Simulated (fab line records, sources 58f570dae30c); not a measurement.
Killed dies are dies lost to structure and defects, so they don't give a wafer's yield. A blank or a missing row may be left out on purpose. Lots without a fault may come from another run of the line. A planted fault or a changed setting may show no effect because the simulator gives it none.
fab line records | flow berkeley_cmos170
record lots=6 wafers=18 last_day=12
route steps=331 shown SDANNEAL@205 PSD@206 NSD@207 PLDD@208 NLDD@209 SILICIDE@210 CONTACT@216
lots that met no fault: from a run of the same line without faults
start_h: hours from the record's first day to the start of the lot's first wafer shown | wait_h: hours since the lot's step before | " the same as in the row above | L1.1+2: a row that stands for several wafers | - no value, or no start given | * or withheld: withheld | < > ~ a bound
route shown NAME@n: a module of which the file shows steps, and the number in the route of the first | usual: mean/standard deviation of fault-free wafers | same: alike in all rows | chamber/n: place in a boat | sites: the reading at each site | _std_site: their standard deviation | _edge_site: outer sites' mean less inner sites' | radius_mm: how far each site lies from the wafer's centre | mask NAME#n: copy n | behind: the tool/chamber that last shaped the wafer | hold: why the lot was held/for how many hours/how that ended | device: the transistor (n, p or np) that didn't switch | end of line: the same wafers' tests at the end of the route | a step without rows: its recipe alone | killed: dies lost to structure and defects at the first sort, not the wafer's yield | map: a wafer's dies, x killed, . not, _ none there
set.NAME: the setting as run; set.NAME@STEP: as run at that earlier step | model.NAME: the simulator's own value behind a step, which no gauge read
lots at some steps of the route; a table a step, a row a wafer
services: from which hour (start_h, from the record's first day; less than 0 if before it) a tool's chamber was out of use, for how many hours, and why
## steps
# step UCB170_SDANNEAL_RTA_01
# recipe temp_c=1050 time_s=5 ambient=N2
# usual lamp_power_pct=37/3.9 wafer_temp_C_max=1055.3/2
# columns lot.wafer tool chamber start_h wait_h lamp_power_pct wafer_temp_C_max
L539.1 rtp_anneal-01 0 160.53 0.1 40 1060.1
L539.3 " 0 " " 40 1055.1
L539.4 " 0 " " 40 1056.8
L542.1 rtp_anneal-02 0 160.66 0.1 33 1053.9
L542.4 " 0 " " 33 1052.9
L542.6 " 0 " " 33 1053.9
L540.4 rtp_anneal-01 0 161.03 0.1 41 1056.3
L540.5 " 0 " " 41 1056.9
L540.6 " 0 " " 40 1056.6
L557.1 rtp_anneal-02 0 249.70 0.1 33 1054.4
L557.2 " 0 " " 33 1052.7
L557.3 " 0 " " 33 1054.0
L558.3 rtp_anneal-01 0 250.72 0.1 40 1057.0
L558.5 " 0 " " 40 1056.9
L558.6 " 0 " " 40 1055.9
L562.2 rtp_anneal-01 0 259.02 0.1 40 1057.9
L562.4 " 0 " " 40 1055.0
L562.6 " 0 " " 40 1058.2
# step UCB170_SDANNEAL_RS_MEAS_02
# recipe thk_meas_gauge=four-point-probe
# usual PSD_RS=75.5/0.36
# columns lot.wafer tool chamber start_h wait_h PSD_RS[ohm/sq]
L539.1 film_metro-04 - 160.59 0.0 75.9
L539.3 " - " " 75.9
L539.4 " - " " 75.6
L542.1 film_metro-03 - 160.72 0.0 75.5
L542.4 " - " " 75.2
L542.6 " - " " 75.6
L540.4 film_metro-04 - 161.19 0.1 75.3
L540.5 " - " " 75.3
L540.6 " - " " 75.3
L557.1 film_metro-03 - 249.76 0.0 76.2
L557.2 " - " " 75.9
L557.3 " - " " 75.9
L558.3 film_metro-04 - 250.80 0.1 75.2
L558.5 " - " " 75.2
L558.6 " - " " 75.2
L562.2 film_metro-04 - 259.09 0.1 75.1
L562.4 " - " " 74.9
L562.6 " - " " 75.1
# step UCB170_SDANNEAL_RS_MEAS_03
# recipe thk_meas_gauge=four-point-probe
# usual NSD_RS=37.27/0.093
# columns lot.wafer tool chamber start_h wait_h NSD_RS[ohm/sq]
L539.1 film_metro-04 - 160.71 0.1 37.37
L539.3 " - " " 37.36
L539.4 " - " " 37.27
L542.1 film_metro-03 - 160.84 0.1 37.30
L542.4 " - " " 37.30
L542.6 " - " " 37.42
L540.4 film_metro-04 - 161.31 0.1 37.41
L540.5 " - " " 37.18
L540.6 " - " " 37.27
L557.1 film_metro-03 - 249.88 0.1 37.36
L557.2 " - " " 37.41
L557.3 " - " " 37.39
L558.3 film_metro-04 - 250.92 0.1 37.10
L558.5 " - " " 37.25
L558.6 " - " " 37.20
L562.2 film_metro-04 - 259.21 0.1 37.31
L562.4 " - " " 37.22
L562.6 " - " " 37.24
# step UCB170_SDANNEAL_RS_MEAS_04
# recipe thk_meas_gauge=four-point-probe
# usual PLDD_RS=1031.5/2.9
# columns lot.wafer tool chamber start_h wait_h PLDD_RS[ohm/sq]
L539.1 film_metro-04 - 160.83 0.1 1027.3
L539.3 " - " " 1032.2
L539.4 " - " " 1030.9
L542.1 film_metro-03 - 160.96 0.1 1031.5
L542.4 " - " " 1032.5
L542.6 " - " " 1035.0
L540.4 film_metro-04 - 161.43 0.1 1033.7
L540.5 " - " " 1037.1
L540.6 " - " " 1036.7
L557.1 film_metro-03 - 250.00 0.1 1034.6
L557.2 " - " " 1034.2
L557.3 " - " " 1035.6
L558.3 film_metro-04 - 251.04 0.1 1033.4
L558.5 " - " " 1029.8
L558.6 " - " " 1032.4
L562.2 film_metro-04 - 259.33 0.1 1030.5
L562.4 " - " " 1027.8
L562.6 " - " " 1033.2
# step UCB170_SDANNEAL_RS_MEAS_05
# recipe thk_meas_gauge=four-point-probe
# usual NLDD_RS=616.6/1.4
# columns lot.wafer tool chamber start_h wait_h NLDD_RS[ohm/sq]
L539.1 film_metro-04 - 160.95 0.1 616.0
L539.3 " - " " 613.7
L539.4 " - " " 616.0
L542.1 film_metro-03 - 161.08 0.1 616.5
L542.4 " - " " 615.8
L542.6 " - " " 616.2
L540.4 film_metro-04 - 161.55 0.1 618.1
L540.5 " - " " 615.8
L540.6 " - " " 617.9
L557.1 film_metro-03 - 250.12 0.1 618.5
L557.2 " - " " 618.8
L557.3 " - " " 620.5
L558.3 film_metro-04 - 251.16 0.1 617.4
L558.5 " - " " 614.9
L558.6 " - " " 616.2
L562.2 film_metro-04 - 259.45 0.1 617.5
L562.4 " - " " 618.3
L562.6 " - " " 616.9
# step UCB170_SILICIDE_PRE_CLEAN_00
# recipe gas=Ar preclean_etch_time_s=60
# step UCB170_SILICIDE_SPUTTER_01
# recipe material=Ti target_thk_nm=30 time_s=25 power_w=1500 chamber_pressure_pa=0.5
# usual cathode_dc_power_W=1500.0/0.27 throttle_valve_pct=30.4/1.7
# columns lot.wafer tool chamber start_h wait_h cathode_dc_power_W throttle_valve_pct
L539.1 pvd_sputter-04 - 161.13 0.0 1500.1 30.6
L539.3 " - " " 1499.9 29.4
L539.4 " - " " 1499.8 28.4
L542.1 pvd_sputter-02 - 161.27 0.0 1500.2 30.0
L542.4 " - " " 1499.8 31.7
L542.6 " - " " 1499.6 31.7
L540.4 pvd_sputter-04 - 161.67 0.0 1500.0 33.1
L540.5 " - " " 1500.1 28.4
L540.6 " - " " 1499.9 30.8
L557.1 pvd_sputter-02 - 250.30 0.0 1500.0 31.7
L557.2 " - " " 1499.8 27.8
L557.3 " - " " 1499.6 32.0
L558.3 pvd_sputter-01 - 251.30 0.0 1499.8 27.7
L558.5 " - " " 1500.1 30.0
L558.6 " - " " 1499.6 32.2
L562.2 pvd_sputter-01 - 259.61 0.0 1499.7 30.2
L562.4 " - " " 1499.6 27.4
L562.6 " - " " 1499.8 30.2
# step UCB170_SILICIDE_RS_MEAS_02
# recipe thk_meas_gauge=four-point-probe reads=Ti_of_SILICIDE_SPUTTER_01
# usual SILICIDE_TI_RS=26.2/0.36
# columns lot.wafer tool chamber start_h wait_h SILICIDE_TI_RS[ohm/sq]
L539.1 film_metro-01 - 161.17 0.0 26.3
L539.3 " - " " 26.1
L539.4 " - " " 25.7
L542.1 film_metro-03 - 161.30 0.0 26.5
L542.4 " - " " 26.0
L542.6 " - " " 26.4
L540.4 film_metro-01 - 161.77 0.1 25.5
L540.5 " - " " 25.3
L540.6 " - " " 25.8
L557.1 film_metro-04 - 250.33 0.0 25.9
L557.2 " - " " 25.8
L557.3 " - " " 25.8
L558.3 film_metro-01 - 251.41 0.1 26.8
L558.5 " - " " 26.8
L558.6 " - " " 26.3
L562.2 film_metro-01 - 259.66 0.0 26.5
L562.4 " - " " 27.1
L562.6 " - " " 26.6
# step UCB170_SILICIDE_THK_MEAS_03
# recipe thk_meas_gauge=xrf reads=Ti_of_SILICIDE_SPUTTER_01
# usual SILICIDE_TI_THK=29.6/0.34
# columns lot.wafer tool chamber start_h wait_h SILICIDE_TI_THK[nm]
L539.1 film_metro-01 - 161.29 0.1 29.4
L539.3 " - " " 29.7
L539.4 " - " " 30.1
L542.1 film_metro-03 - 161.42 0.1 29.3
L542.4 " - " " 29.8
L542.6 " - " " 29.3
L540.4 film_metro-01 - 161.86 0.1 30.2
L540.5 " - " " 30.5
L540.6 " - " " 29.8
L557.1 film_metro-04 - 250.45 0.1 29.9
L557.2 " - " " 30.1
L557.3 " - " " 30.0
L558.3 film_metro-01 - 251.51 0.1 29.2
L558.5 " - " " 29.3
L558.6 " - " " 29.5
L562.2 film_metro-01 - 259.77 0.1 29.2
L562.4 " - " " 28.8
L562.6 " - " " 29.2
# step UCB170_SILICIDE_RTA_04
# recipe temp_c=650 time_s=15 ambient=N2
# usual lamp_power_pct=10.0/1.1 wafer_temp_C_max=652.8/1.2
# columns lot.wafer tool chamber start_h wait_h lamp_power_pct wafer_temp_C_max
L539.1 rtp_anneal-02 0 161.35 0.1 9.1 651.5
L539.3 " 0 " " 9.1 652.2
L539.4 " 0 " " 9.1 652.1
L542.1 rtp_anneal-01 0 161.48 0.1 11.2 653.5
L542.4 " 0 " " 11.2 655.3
L542.6 " 0 " " 11.2 654.8
L540.4 rtp_anneal-01 0 161.92 0.1 11.2 654.5
L540.5 " 0 " " 11.2 654.1
L540.6 " 0 " " 11.2 654.4
L557.1 rtp_anneal-02 0 250.51 0.1 9.1 652.0
L557.2 " 0 " " 9.1 652.1
L557.3 " 0 " " 9.1 651.5
L558.3 rtp_anneal-02 0 251.58 0.1 9.0 652.5
L558.5 " 0 " " 9.1 652.0
L558.6 " 0 " " 9.0 651.6
L562.2 rtp_anneal-02 0 259.84 0.1 9.1 651.5
L562.4 " 0 " " 9.0 651.7
L562.6 " 0 " " 9.0 651.4
# step UCB170_SILICIDE_WET_ETCH_05
# recipe chemistry=SPM time_s=45 temp_c=120 target=Ti
# step UCB170_CONTACT_CLEAN_00
# recipe chemistry=SPM temp_c=120 time_s=600
# step UCB170_CONTACT_CVD_01
# recipe material=PSG target_thk_nm=700 temp_c=450 precursor=SiH4/O2/PH3 time_s=2820 pressure_mtorr=300 sih4_flow_sccm=60 o2_flow_sccm=90 ph3_flow_sccm=25
# usual o2_flow_sccm=90.02/0.27 spike_tc_centre_C=451.4/1.3
# columns lot.wafer tool chamber start_h wait_h o2_flow_sccm spike_tc_centre_C model.PSG_of_CONTACT_CVD_01.thk_nm
L539.1 lpcvd-02 1 161.67 0.0 90.39 453.9 702.2
L539.3 " 1 " " 90.05 452.6 699.8
L539.4 " 1 " " 90.15 449.7 704.3
L542.1 lpcvd-01 0 161.87 0.0 135.24 452.5 880.7
L542.4 " 0 " " 134.98 452.4 878.3
L542.6 " 0 " " 134.69 452.2 878.1
L540.4 lpcvd-01 0 163.65 1.5 135.46 453.1 876.7
L540.5 " 0 " " 135.59 453.0 876
L540.6 " 0 " " 135.09 451.0 878.3
L557.1 lpcvd-02 0 250.84 0.0 90.06 452.5 691.7
L557.2 " 0 " " 89.78 452.9 694.5
L557.3 " 0 " " 90.10 453.4 700.1
L558.3 lpcvd-02 1 252.63 0.8 89.87 451.4 691.3
L558.5 " 1 " " 89.96 452.7 699.9
L558.6 " 1 " " 90.54 452.9 689.2
L562.2 lpcvd-01 1 260.77 0.0 90.11 448.5 693.5
L562.4 " 1 " " 89.97 450.0 695.9
L562.6 " 1 " " 89.97 449.4 692.1
# step UCB170_CONTACT_THK_MEAS_02
# recipe reads=PSG_of_CONTACT_CVD_01
# usual CONTACT_PSG_THK=699/6
# columns lot.wafer tool chamber start_h wait_h CONTACT_PSG_THK[nm]
L542.1 film_metro-02 - 163.65 0.0 880
L542.4 " - " " 878
L542.6 " - " " 877
L539.1 film_metro-01 - 164.35 0.0 702
L539.3 " - " " 700
L539.4 " - " " 704
L540.4 film_metro-04 - 165.47 0.0 877
L540.5 " - " " 876
L540.6 " - " " 878
L557.1 film_metro-04 - 252.63 0.0 692
L557.2 " - " " 694
L557.3 " - " " 700
L558.3 film_metro-02 - 254.43 0.0 692
L558.5 " - " " 700
L558.6 " - " " 690
L562.2 film_metro-04 - 262.56 0.0 694
L562.4 " - " " 696
L562.6 " - " " 692
# step UCB170_CONTACT_HMDS_03
# recipe prime_time_s=60 prime_temp_c=100
# step UCB170_CONTACT_COAT_04
# recipe resist=KrF spin_rpm=1500 resist_thk_nm=900
# step UCB170_CONTACT_SOFTBAKE_05
# recipe resist=KrF temp_c=130 time_s=60
# step UCB170_CONTACT_STRIP_06
# recipe chemistry=O2 power_w=400 pressure_mtorr=3500 platen_temp_c=withheld o2_flow_sccm=400 overash_fraction=0.5
# usual drypump_motor_current_A=5.1/0.45 oes_product_au=0.734/0.004 strip_time_to_endpoint_s=21.95/0.057
# columns lot.wafer tool chamber start_h wait_h drypump_motor_current_A oes_product_au rf_hours_counter_h strip_time_to_endpoint_s
L542.1 plasma_asher-01 1 164.16 0.1 4.6 0.738 46 21.84
L542.4 " 0 " " 5.3 0.732 - 21.90
L542.6 " 1 " " 4.6 0.736 - 21.87
L539.1 plasma_asher-02 0 164.86 0.1 5.8 0.736 5 21.95
L539.3 " 0 " " 5.8 0.737 - 21.94
L539.4 " 1 " " 6.0 0.738 - 21.97
L540.4 plasma_asher-02 0 166.14 0.1 5.8 0.734 - 22.04
L540.5 " 1 " " 6.0 0.730 - 21.98
L540.6 " 0 " " 5.8 0.731 - 21.93
L557.1 plasma_asher-01 0 253.14 0.1 5.3 0.736 56 21.88
L557.2 " 1 " " 4.6 0.731 56 21.89
L557.3 " 1 " " 4.6 0.739 - 21.88
L558.3 plasma_asher-02 1 255.27 0.1 6.0 0.729 - 21.89
L558.5 " 1 " " 6.0 0.727 - 21.95
L558.6 " 0 " " 5.8 0.738 - 21.90
L562.2 plasma_asher-03 1 263.06 0.1 4.9 0.728 47 22.02
L562.4 " 0 " " 4.9 0.735 - 22.06
L562.6 " 0 " " 4.9 0.731 - 22.06
# step UCB170_CONTACT_CLEAN_07
# recipe chemistry=SPM temp_c=120 time_s=600
# step UCB170_CONTACT_RTA_08
# recipe temp_c=900 time_s=10 ambient=N2
# usual lamp_power_pct=23.7/2.6 wafer_temp_C_max=904.2/1.8
# columns lot.wafer tool chamber start_h wait_h lamp_power_pct wafer_temp_C_max
L542.1 rtp_anneal-02 0 164.44 0.0 21.1 903.0
L542.4 " 0 " " 21.1 904.3
L542.6 " 0 " " 21.1 902.0
L539.1 rtp_anneal-02 0 165.14 0.0 21.1 902.5
L539.3 " 0 " " 21.1 902.8
L539.4 " 0 " " 21.1 901.6
L540.4 rtp_anneal-01 0 166.41 0.0 26.2 906.9
L540.5 " 0 " " 26.2 904.6
L540.6 " 0 " " 26.2 904.7
L557.1 rtp_anneal-02 0 253.43 0.0 21.1 902.8
L557.2 " 0 " " 21.2 903.2
L557.3 " 0 " " 21.1 903.0
L558.3 rtp_anneal-02 0 255.56 0.0 21.1 902.7
L558.5 " 0 " " 21.1 903.0
L558.6 " 0 " " 21.1 903.1
L562.2 rtp_anneal-01 0 264.53 0.0 26.2 906.0
L562.4 " 0 " " 26.2 905.6
L562.6 " 0 " " 26.3 904.7
# step UCB170_CONTACT_COAT_09
# recipe resist=BARC temp_c=withheld time_s=withheld spin_rpm=3000 resist_thk_nm=withheld
# step UCB170_CONTACT_COAT_10
# recipe resist=KrF spin_rpm=1500 resist_thk_nm=900
# step UCB170_CONTACT_SOFTBAKE_11
# recipe resist=KrF temp_c=130 time_s=60
# step UCB170_CONTACT_EXPOSE_12
# recipe mask_id=CONT target_cd_nm=700 na=0.5 sigma_outer=0.6 source_shape=conventional dose_mj=35
# step UCB170_CONTACT_PEB_13
# recipe peb_temp_c=130 peb_time_s=withheld resist=KrF
# step UCB170_CONTACT_DEVELOP_14
# recipe developer=TMAH develop_time_s=45 resist=KrF dev_temp_c=21
# step UCB170_CONTACT_CD_MEAS_15
# recipe target_cd_nm=700
# usual cd_nm=700.1/1.4
# columns lot.wafer tool chamber start_h wait_h cd_nm
L542.1 cd_sem-02 - 165.84 - 702.3
L542.4 " - " " 701.2
L542.6 " - " " 701.1
L539.1 cd_sem-02 - 166.19 - 699.4
L539.3 " - " " 699.2
L539.4 " - " " 700.0
L540.4 cd_sem-01 - 167.61 - 698.5
L540.5 " - " " 698.6
L540.6 " - " " 697.7
L557.1 cd_sem-02 - 254.34 - 699.7
L557.2 " - " " 700.5
L557.3 " - " " 700.8
L558.3 cd_sem-02 - 257.33 - 700.9
L558.5 " - " " 700.0
L558.6 " - " " 700.5
L562.2 cd_sem-02 - 267.27 - 703.2
L562.4 " - " " 700.3
L562.6 " - " " 700.7
# step UCB170_CONTACT_OVL_MEAS_16
# usual CONTACT_OVL=2/5.4
# columns lot.wafer tool chamber start_h wait_h CONTACT_OVL[nm]
L542.1 overlay-02 - 165.99 0.1 -2
L542.4 " - " " -1
L542.6 " - " " 5
L539.1 overlay-02 - 166.31 0.1 -2
L539.3 " - " " -3
L539.4 " - " " 4
L540.4 overlay-02 - 167.69 0.1 1
L540.5 " - " " 1
L540.6 " - " " 1
L557.1 overlay-01 - 254.46 0.1 7
L557.2 " - " " 9
L557.3 " - " " 6
L558.3 overlay-02 - 257.42 0.1 1
L558.5 " - " " -5
L558.6 " - " " -7
L562.2 overlay-01 - 267.38 0.1 7
L562.4 " - " " 4
L562.6 " - " " 10
# step UCB170_CONTACT_ETCH_17
# recipe chemistry=N2/H2 target_depth_a=withheld overetch_a=withheld target=BARC time_s=withheld source_w=500 bias_w=100 pressure_mtorr=30 n2_flow_sccm=100 h2_flow_sccm=200
# step UCB170_CONTACT_ETCH_18
# recipe chemistry=CHF3/CF4/Ar target=PSG stop_on=TiSi2 CHF3_flow_sccm=45 cf4_flow_sccm=15 Ar_flow_sccm=150 pressure_mtorr=200 rf_w=700 target_depth_a=8400 over_etch_frac=0.2 time_s=195
# usual cf4_flow_sccm=15.00/0.042 drypump_motor_current_A=5.6/0.51 oes_product_au=0.894/0.015 throttle_valve_pct=6.90/0.07
# columns lot.wafer tool chamber start_h wait_h cf4_flow_sccm drypump_motor_current_A oes_product_au rf_hours_counter_h throttle_valve_pct model.CONTACT.feature_depth_nm model.etch.depth_nm
L542.1 rie_diel-04 3 - - 14.99 5.3 1.001 9 6.88 846.4 846.4
L542.4 " 0 " " 15.00 6.3 1.033 - 7.00 878.3 878.3
L542.6 " 1 " " 14.97 6.0 1.008 - 6.93 844.5 844.5
L539.1 rie_diel-02 0 - - 15.03 4.9 0.898 144 6.98 702.2 702.2
L539.3 " 3 " " 15.02 5.0 0.863 57 6.85 699.8 699.8
L539.4 " 2 " " 14.95 5.0 0.906 7 6.99 704.3 704.3
L540.4 rie_diel-04 3 - - 15.09 5.3 1.001 9 6.87 835.9 835.9
L540.5 " 0 " " 15.04 6.3 1.013 - 6.98 859.6 859.6
L540.6 " 1 " " 14.96 5.9 1.002 - 6.94 835.7 835.7
L557.1 rie_diel-01 0 - - 15.00 5.7 0.898 129 6.81 691.7 691.7
L557.2 " 3 " " 14.91 6.4 0.891 21 6.93 694.5 694.5
L557.3 " 2 " " 15.03 5.9 0.920 56 6.91 700.1 700.1
L558.3 rie_diel-02 0 - - 15.03 4.8 0.894 149 6.98 691.3 691.3
L558.5 " 0 " " 14.94 4.8 0.900 - 6.99 699.9 699.9
L558.6 " 2 " " 14.98 5.0 0.900 - 6.99 689.2 689.2
L562.2 rie_diel-01 0 - - 15.03 5.7 0.900 129 6.81 693.5 693.5
L562.4 " 1 " " 14.95 5.5 0.874 22 6.82 695.9 695.9
L562.6 " 3 " " 15.01 6.4 0.871 - 6.93 692.1 692.1
# step UCB170_CONTACT_STRIP_19
# recipe chemistry=O2 power_w=400 pressure_mtorr=3500 platen_temp_c=withheld o2_flow_sccm=400 overash_fraction=0.5
## services
# columns tool chamber start_h hours kind
pvd_sputter-04 - 139.08 4.8 repair
rie_diel-04 2 145.19 - clean
rie_diel-04 2 145.19 22.3 scheduled_down
rie_diel-04 2 145.19 22.3 vent_cycle
plasma_asher-01 - 176.79 3.4 repair
rie_diel-02 1 179.85 - clean
rie_diel-02 1 179.85 18.8 scheduled_down
rie_diel-02 1 179.85 18.8 vent_cycle
lpcvd-01 - 188.44 6.0 pm
rie_diel-04 3 189.82 8.7 repair
rie_diel-02 3 207.45 8.0 repair
plasma_asher-01 - 211.97 2.7 repair
rie_diel-04 1 225.07 9.6 repair
rie_diel-04 - 231.33 0.4 repair
rtp_anneal-01 - 247.28 1.5 pm
## key
first_sign step=UCB170_CONTACT_CVD_01 reading=o2_flow_sccm direction=up sigmas=99+ usual=90.02 struck=135.18
effect step=UCB170_CONTACT_THK_MEAS_02 reading=CONTACT_PSG_THK direction=up sigmas=30 usual=699 struck=878
effect step=UCB170_CONTACT_ETCH_18 reading=oes_product_au direction=up sigmas=7.5 usual=0.894 struck=1.010
model_effect step=UCB170_CONTACT_CVD_01 value=PSG_of_CONTACT_CVD_01.thk_nm without=698 struck=878
model_effect step=UCB170_CONTACT_ETCH_18 value=CONTACT.feature_depth_nm without=698 struck=850.1
met_at UCB170_CONTACT_CVD_01
struck_wafers L540.4,L540.5,L540.6,L542.1,L542.4,L542.6
later_rows_left_out L540.6,L542.1,L542.6
sort_left_out L540.4,L540.5,L540.6,L542.1,L542.4,L542.6
tester_left_out L540,L542
fault kind=process_parameter_drift tool=lpcvd-01 chamber=0 onset_h=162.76 steps=UCB170_CONTACT_CVD_01 channel=o2_flow_sccm offset=45 shape=step end_h=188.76 stated=90
# tester_left_out: of these lots the tester's yield and bins aren't shown, on N5 and GAA mostly nor the transistor test; their killed dies are dies lost to structure and defects alone, not to doping, threshold or leakage, so they don't give the yield
# sort_left_out: the simulated sort isn't trusted on such a fault, so these wafers' sort isn't shown, and their yield isn't known
# later_rows_left_out: the simulator's readings of these wafers behind a module that went badly wrong aren't trusted and aren't shown, but for the sort
